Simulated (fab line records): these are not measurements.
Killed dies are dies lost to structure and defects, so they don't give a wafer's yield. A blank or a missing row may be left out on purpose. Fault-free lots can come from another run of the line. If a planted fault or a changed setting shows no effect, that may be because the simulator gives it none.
A lot that was struck, set against a sound lot || flow berkeleyCmos170 || 15 steps out of a route of 331
Sound: the wafers L714.2, L714.4, L714.6. The struck wafers were L709.4, L709.5, L709.6. The cause is named last.
For every step that has rows: the tool of each side, followed by ch and its chambers, followed by its first start. Under that, the readings that differ: sound wafers || struck wafers || difference of the means || sigmas: that difference in standard deviations of wafers without a fault.
alike: readings with means less than 2 such deviations apart, plus words and numbers identical on both sides. not compared: withheld readings, readings lacking a value on some wafer, bounds such as >300 that could conceal the same value, and numbers that have no deviation in the record and whose values overlap.
The two part at a step that has a row with sigmas, a row that says differs or no value, or rows on one side only. Numbers that don't overlap but have no deviation are shown without sigmas and don't part them. A reading that every wafer of one side lacks parts them only if that side has two wafers or more.

first, 6 steps without rows for these wafers: UCB170_NWELL_CLEAN_17 (cleans in SPM, time 600 s); UCB170_NWELL_WET_ETCH_18 (etches Si3N4 in H3PO4, time 14400 s); UCB170_NWELL_WET_ETCH_19 (etches SiO2 in BOE, time 22 s); UCB170_PWELL_CLEAN_00 (cleans in SPM, time 600 s); UCB170_PWELL_CLEAN_01 (cleans in dHF, time 60 s); UCB170_PWELL_OXIDATION_02 (target thk 26.4 nm, ox time 1260 s).
UCB170_PWELL_THK_MEAS_03:
  struck on filmMetro-01, day 5 11:21; sound on filmMetro-01, day 6 15:11
  alike: PWELL_OXIDE_THK
then, 2 steps without rows for these wafers: UCB170_PWELL_ANNEAL_04 (time 900 s); UCB170_PWELL_CVD_05 (deposits Si3N4 from SiH2Cl2/NH3, target thk 220 nm, time 3300 s).
UCB170_PWELL_THK_MEAS_06:
  struck on filmMetro-02, day 5 18:52; sound on filmMetro-02, day 7 05:46
  alike: PWELL_NITRIDE_THK
then, 2 steps without rows for these wafers: UCB170_PWELL_HMDS_07 (prime time 60 s); UCB170_PWELL_COAT_08 (resist thk 900 nm).
UCB170_PWELL_SOFTBAKE_09: time 60 s.
  sound on lithoTrack-03 ch 0, day 7 06:23; struck on lithoTrack-02 ch 0, day 5 19:16
{"reading": "heaterPowerTotalW (W)", "sound": "56.75 56.75 56.86", "struck": "57.47 57.43 57.46", "difference": "+0.67", "sigmas": "+14"}
{"reading": "plateTempC (C)", "sound": "130.12 129.97 130.12", "struck": "- - -", "difference": "no value on the struck wafers", "sigmas": ""}
{"reading": "runLengthS (s)", "sound": "89.16 89.24 89.12", "struck": "87.04 87.04 86.95", "difference": -2.16, "sigmas": -9}
  alike: chillPlateTempC
then, 1 step without rows for these wafers: UCB170_PWELL_EXPOSE_10 (exposes mask PWELL, target cd 3000 nm).
-- the record jumps here: 5 days lie between the struck wafers' starts before and after (it left off in module PWELL and takes up again in module M3, whose first step shown is number 331 of the route) --
UCB170_M3_PROBE_99:
  only the struck wafers here have rows in the record (prober-01, day 11 02:59); the sound ones have none

== WHERE THEY PART ==
Earliest at UCB170_PWELL_SOFTBAKE_09; latest, in this record, at UCB170_M3_PROBE_99.

WHY: what had been put in by the simulator
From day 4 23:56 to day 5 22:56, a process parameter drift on lithoTrack-02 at UCB170_PWELL_SOFTBAKE_09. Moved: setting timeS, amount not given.
